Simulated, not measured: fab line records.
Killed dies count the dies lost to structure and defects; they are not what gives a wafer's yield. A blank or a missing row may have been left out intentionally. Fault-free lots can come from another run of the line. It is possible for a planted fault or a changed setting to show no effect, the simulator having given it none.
2 desks, one fault    flow berkeley cmos170    what lay behind the numbers comes last; until then each desk has only its own

== AT THE METROLOGY DESK ==
Lot by lot, what the gauges showed, no matter which tool ran the lot: averages of those sampled wafers that carry a number. The brackets show how far a lot's mean lies from the usual mean; more than 4 standard deviations puts the lot out of limits, marked OUT.
Columns: A = M1_OVL at UCB170_M1_OVL_MEAS_10, usual 0 nm; B = V2_TEOS_THK at UCB170_V2_THK_MEAS_01, usual 1989 nm; C = M3_AL_THK at UCB170_M3_THK_MEAS_03, usual 902 nm
lot   first seen here  A    B     C
L407  day 8 14:30      -4   2014  904
L408  day 9 05:30      -11  1991  909
L411  day 9 05:45      0    2007  908
L409  day 9 07:22      11   1965  904
L414  day 9 23:22      6    1967  899
L413  day 10 00:26     -1   1990  907
L416  day 10 15:38     -8   2000  912
L420  day 11 13:05     3    1973  907
L423  day 11 17:06     11   1995  902
L422  day 11 20:48     5    2003  898
L424  day 11 20:55     -7   1992  901
L425  day 13 00:19     1    1995  907
L426  day 13 00:39     -2   1964  914
L430  day 13 18:58     -0   1964  905
This desk found nothing out of limits on any of the 14 lots.

== DESK OF THE TOOL OWNER: plasma asher-01 ==
The tool's own readings at UCB170_GATE_STRIP_16 (strips in O2): means of the sampled wafers that have a number, for each lot that ran on this tool. The brackets show how far a lot's mean lies from the usual mean; more than 4 standard deviations puts the lot out of limits, marked OUT.
Columns: A = drypump motor current A at UCB170_GATE_STRIP_16, usual 5.7 A; B = oes product au at UCB170_GATE_STRIP_16, usual 0.724 a.u.
lot   first seen here  A    B
L408  day 8 04:13      6.0  0.723
L409  day 8 04:43      6.1  0.726
L414  day 8 21:55      6.1  0.728
L416  day 9 14:25      6.0  0.721
L420  day 10 13:41     6.0  0.722
L422  day 10 18:17     6.0  0.726
This desk found nothing out of limits on any of the 6 lots.

== TAKEN TOGETHER ==
At the metrology desk, nothing out of limits was observed.
Nothing out of limits was seen by the tool owner's desk.

== WHAT THE SIMULATOR HAD PUT IN ==
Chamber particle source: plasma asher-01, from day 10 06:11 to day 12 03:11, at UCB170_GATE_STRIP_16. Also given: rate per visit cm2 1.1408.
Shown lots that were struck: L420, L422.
